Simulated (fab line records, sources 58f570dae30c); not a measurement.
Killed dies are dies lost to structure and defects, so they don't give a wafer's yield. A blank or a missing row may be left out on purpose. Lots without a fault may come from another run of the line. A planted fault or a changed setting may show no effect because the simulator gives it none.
Which tool did it? | flow berkeley_cmos170 | 14 lots, 42 wafers sampled, at 6 steps of a route of 331

WHAT THE GAUGES READ, wafer by wafer
UCB170_PWELL_TW_MEAS_17. Usual: PWELL_TW 381.1, standard deviation 1.9.
lot  | measured    | on            | PWELL_TW          | flag
L673 | day 3 04:30 | film_metro-03 | 381.2 381.5 381.6 |
L674 | day 3 12:33 | film_metro-01 | 380.0 381.9 380.7 |
L675 | day 3 17:48 | film_metro-01 | 377.8 380.7 381.1 |
L676 | day 4 01:54 | film_metro-02 | 378.2 377.7 379.3 |
L678 | day 4 07:23 | film_metro-01 | 381.1 382.0 380.6 |
L679 | day 4 15:04 | film_metro-01 | 382.0 381.3 379.5 |
L680 | day 4 15:19 | film_metro-03 | 383.1 380.5 380.6 |
L682 | day 5 11:46 | film_metro-01 | 381.2 380.9 382.0 |
L683 | day 5 11:58 | film_metro-03 | 381.0 381.0 379.0 |
L684 | day 5 20:15 | film_metro-02 | 381.1 379.2 378.8 |
L687 | day 6 04:02 | film_metro-02 | 378.1 377.3 379.0 |
L690 | day 6 23:13 | film_metro-03 | 382.3 381.5 381.4 |
L691 | day 6 23:30 | film_metro-02 | 379.8 377.5 379.5 |
L695 | day 7 19:48 | film_metro-03 | 383.8 383.2 385.7 |

UCB170_ACTIVE_THK_MEAS_06. Usual: ACTIVE_NITRIDE_THK 221.3 nm, standard deviation 2.
lot  | measured    | on            | ACTIVE_NITRIDE_THK (nm) | flag
L673 | day 4 16:02 | film_metro-01 | 219.4 220.2 218.4       |
L674 | day 4 23:59 | film_metro-02 | 222.5 222.6 220.9       |
L675 | day 5 00:01 | film_metro-02 | 225.8 226.9 226.6       |
L676 | day 5 11:55 | film_metro-01 | 222.5 221.2 221.8       |
L678 | day 5 11:58 | film_metro-02 | 219.5 219.4 221.4       |
L679 | day 5 22:43 | film_metro-02 | 221.5 222.6 223.1       |
L680 | day 5 22:43 | film_metro-04 | 221.2 219.6 222.2       |
L682 | day 6 21:27 | film_metro-04 | 221.8 223.6 221.2       |
L683 | day 7 02:35 | film_metro-01 | 220.3 219.6 218.9       |
L684 | day 7 02:35 | film_metro-04 | 220.4 221.4 223.7       |
L687 | day 7 11:17 | film_metro-02 | 221.8 222.3 223.0       |
L690 | day 8 11:27 | film_metro-01 | 211.8 211.1 209.1       | OFF
L691 | day 8 11:28 | film_metro-02 | 212.2 214.1 212.9       | OFF
L695 | day 9 03:56 | film_metro-02 | 218.1 218.6 216.0       |

UCB170_CONTACT_THK_MEAS_02. Usual: CONTACT_PSG_THK 700 nm, standard deviation 6.6.
lot  | measured     | on            | CONTACT_PSG_THK (nm) | flag
L673 | day 8 00:00  | film_metro-03 | 713 715 709          |
L674 | day 8 09:32  | film_metro-01 | 709 707 707          |
L675 | day 8 08:38  | film_metro-04 | 697 700 704          |
L676 | day 9 02:01  | film_metro-04 | 689 693 694          |
L678 | day 9 00:35  | film_metro-03 | 698 701 706          |
L679 | day 9 07:38  | film_metro-01 | 707 704 709          |
L680 | day 9 07:25  | film_metro-01 | 691 691 693          |
L682 | day 10 11:44 | film_metro-03 | 700 698 704          |
L683 | day 10 11:43 | film_metro-04 | 698 703 700          |
L684 | day 10 11:44 | film_metro-01 | 700 704 699          |
L687 | day 10 20:56 | film_metro-04 | 692 693 696          |
L690 | day 11 18:28 | film_metro-04 | 695 694 690          |
L691 | day 11 20:15 | film_metro-03 | 708 703 708          |
L695 | day 12 01:53 | film_metro-01 | 692 690 688          |

WHICH TOOL RAN EACH LOT (tool, then ch and the chambers of the sampled wafers, then the start)
lot  | UCB170_ACTIVE_CVD_05       | UCB170_ACTIVE_ETCH_15             | UCB170_PSD_STRIP_09
L673 | lpcvd-01 ch 1, day 4 14:07 | rie_diel-03 ch 0,3, day 4 17:29   | plasma_asher-04 ch 0,1, day 7 15:50
L674 | lpcvd-01 ch 1, day 4 22:02 | rie_diel-02 ch 1,3, day 5 01:11   | plasma_asher-04 ch 0,1, day 8 02:45
L675 | lpcvd-01 ch 0, day 4 22:02 | rie_diel-03 ch 1,2,3, day 5 01:26 | plasma_asher-03 ch 0,1, day 8 02:28
L676 | lpcvd-01 ch 1, day 5 09:59 | rie_diel-02 ch 0,1,3, day 5 13:20 | plasma_asher-01 ch 0,1, day 8 18:17
L678 | lpcvd-01 ch 0, day 5 09:59 | rie_diel-03 ch 0,2,3, day 5 13:36 | plasma_asher-03 ch 0,1, day 8 17:59
L679 | lpcvd-01 ch 0, day 5 20:49 | rie_diel-03 ch 0,1,2, day 6 00:26 | plasma_asher-04 ch 0,1, day 9 02:05
L680 | lpcvd-01 ch 1, day 5 20:49 | rie_diel-02 ch 0,1,2, day 6 00:10 | plasma_asher-01 ch 0,1, day 9 01:49
L682 | lpcvd-02 ch 1, day 6 19:32 | rie_diel-01 ch 0,2, day 6 22:49   | plasma_asher-03 ch 0,1, day 10 05:36
L683 | lpcvd-02 ch 0, day 7 00:40 | rie_diel-03 ch 0,1,3, day 7 03:53 | plasma_asher-04 ch 0,1, day 10 05:10
L684 | lpcvd-02 ch 0, day 7 00:40 | rie_diel-02 ch 0,1,3, day 7 03:38 | plasma_asher-01 ch 0,1, day 10 05:21
L687 | lpcvd-02 ch 1, day 7 09:22 | rie_diel-01 ch 0,2,3, day 7 12:35 | plasma_asher-04 ch 0,1, day 10 10:59
L690 | lpcvd-02 ch 1, day 8 09:31 | rie_diel-03 ch 1,3, day 8 13:16   | plasma_asher-03 ch 0,1, day 11 12:07
L691 | lpcvd-02 ch 0, day 8 09:31 | rie_diel-02 ch 0,1,2, day 8 13:08 | plasma_asher-01 ch 0,1, day 11 12:25
L695 | lpcvd-01 ch 0, day 9 02:00 | rie_diel-02 ch 0,1,3, day 9 05:51 | plasma_asher-04 ch 0,1, day 11 19:59
- UCB170_ACTIVE_CVD_05: deposits Si3N4 from SiH2Cl2/NH3, target thk 220 nm, time 3300 s.
- UCB170_ACTIVE_ETCH_15: etches Si3N4 in CH3F/Ar/O2, stops on SiO2, target depth 242 nm, time 151 s.
- UCB170_PSD_STRIP_09: strips in O2.

WHAT THE TOOLS THEMSELVES READ (means of the sampled wafers that have a number; where no wafer has one, the mark that the record gives instead)
UCB170_ACTIVE_CVD_05. Usual: spike_tc_load_C 821.8 C, standard deviation 1.2.
lot  | tool     | spike_tc_load_C (C) | flag
L673 | lpcvd-01 | 823.4               |
L674 | lpcvd-01 | 822.6               |
L675 | lpcvd-01 | 822.1               |
L676 | lpcvd-01 | 821.9               |
L678 | lpcvd-01 | 822.3               |
L679 | lpcvd-01 | 821.6               |
L680 | lpcvd-01 | 821.8               |
L682 | lpcvd-02 | 821.1               |
L683 | lpcvd-02 | 820.3               |
L684 | lpcvd-02 | 820.5               |
L687 | lpcvd-02 | 821.2               |
L690 | lpcvd-02 | 821.6               |
L691 | lpcvd-02 | 821.6               |
L695 | lpcvd-01 | 822.3               |

UCB170_ACTIVE_ETCH_15. Usual: O2_flow_sccm 6.998 sccm, standard deviation 0.019; drypump_motor_current_A 5.9 A, standard deviation 0.41; oes_product_au 0.945 a.u., standard deviation 0.0088; throttle_valve_pct 8.06 %, standard deviation 0.12.
lot  | tool        | O2_flow_sccm (sccm) | drypump_motor_current_A (A) | oes_product_au (a.u.) | throttle_valve_pct (%) | flag
L673 | rie_diel-03 | 7.008               | 6.1                         | 0.939                 | 8.02                   |
L674 | rie_diel-02 | 6.985               | 5.9                         | 0.945                 | 7.89                   |
L675 | rie_diel-03 | 7.020               | 5.9                         | 0.958                 | 8.12                   |
L676 | rie_diel-02 | 7.009               | 5.9                         | 0.947                 | 7.95                   |
L678 | rie_diel-03 | 6.977               | 6.0                         | 0.936                 | 8.07                   |
L679 | rie_diel-03 | 7.012               | 5.8                         | 0.950                 | 8.11                   |
L680 | rie_diel-02 | 6.988               | 6.1                         | 0.944                 | 7.99                   |
L682 | rie_diel-01 | 6.998               | 6.0                         | 0.940                 | 8.21                   |
L683 | rie_diel-03 | 6.996               | 5.9                         | 0.943                 | 8.07                   |
L684 | rie_diel-02 | 7.000               | 5.9                         | 0.950                 | 7.96                   |
L687 | rie_diel-01 | 6.995               | 6.0                         | 0.946                 | 8.14                   |
L690 | rie_diel-03 | 6.980               | 6.0                         | 0.918                 | 8.07                   | OFF
L691 | rie_diel-02 | 6.978               | 6.0                         | 0.927                 | 7.98                   |
L695 | rie_diel-02 | 6.992               | 5.9                         | 0.942                 | 7.95                   |

UCB170_PSD_STRIP_09. Usual: drypump_motor_current_A 5.7 A, standard deviation 0.48; o2_flow_sccm 400.2 sccm, standard deviation 1.2; oes_product_au 0.600 a.u., standard deviation 0.0047; strip_time_to_endpoint_s 29.44 s, standard deviation 0.08.
lot  | tool            | drypump_motor_current_A (A) | o2_flow_sccm (sccm) | oes_product_au (a.u.) | strip_time_to_endpoint_s (s) | flag
L673 | plasma_asher-04 | 5.9                         | 400.4               | 0.602                 | 29.36                        |
L674 | plasma_asher-04 | 5.9                         | 400.4               | 0.602                 | 29.49                        |
L675 | plasma_asher-03 | 4.9                         | 400.7               | 0.598                 | 29.32                        |
L676 | plasma_asher-01 | 5.9                         | 400.9               | 0.601                 | 29.44                        |
L678 | plasma_asher-03 | 5.0                         | 399.7               | 0.599                 | 29.31                        |
L679 | plasma_asher-04 | 5.9                         | 399.5               | 0.599                 | 29.40                        |
L680 | plasma_asher-01 | 5.9                         | 400.0               | 0.603                 | 29.47                        |
L682 | plasma_asher-03 | 5.1                         | 400.5               | 0.599                 | 29.41                        |
L683 | plasma_asher-04 | 5.9                         | 400.2               | 0.602                 | 29.44                        |
L684 | plasma_asher-01 | 6.0                         | 400.5               | 0.603                 | 29.52                        |
L687 | plasma_asher-04 | 5.9                         | 400.2               | 0.603                 | 29.47                        |
L690 | plasma_asher-03 | 4.9                         | 400.7               | 0.597                 | 29.41                        |
L691 | plasma_asher-01 | 5.9                         | 401.2               | 0.602                 | 29.37                        |
L695 | plasma_asher-04 | 6.1                         | 401.8               | 0.604                 | 29.52                        |

THE ANSWER, worked out from the rows above alone
Rule: a lot is off if the mean of its wafers that have a number lies more than 3 standard deviations from the usual mean. A lot without any number at a reading at which 4 lots or more have one is off too. The other lots that the step has rows for count as sound. The gauges are gone through in route order, then the tools' own readings, and for those a lot's mean is taken as printed above. The first step at which some lot is off is used, and at that step the reading that is off furthest; a lot without a number counts as furthest.
Off: L690, L691, at UCB170_ACTIVE_THK_MEAS_06 (ACTIVE_NITRIDE_THK).
A tool fits if, at a process step before that reading, it ran every lot that is off, and no sound lot after the first of them. The gauges at UCB170_ACTIVE_THK_MEAS_06 are tried like those tools. One fits: lpcvd-02 at UCB170_ACTIVE_CVD_05. Its last sound lot is L687 (day 7 09:22), its first lot that is off L690 (day 8 09:31): a fault that began between those two fits.

WHAT THE SIMULATOR HAD PUT IN
Process parameter drift: lpcvd-02, from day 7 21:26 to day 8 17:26, at UCB170_ACTIVE_CVD_05. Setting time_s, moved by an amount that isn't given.
Lots struck among those shown: L690, L691. The rule above found the same.
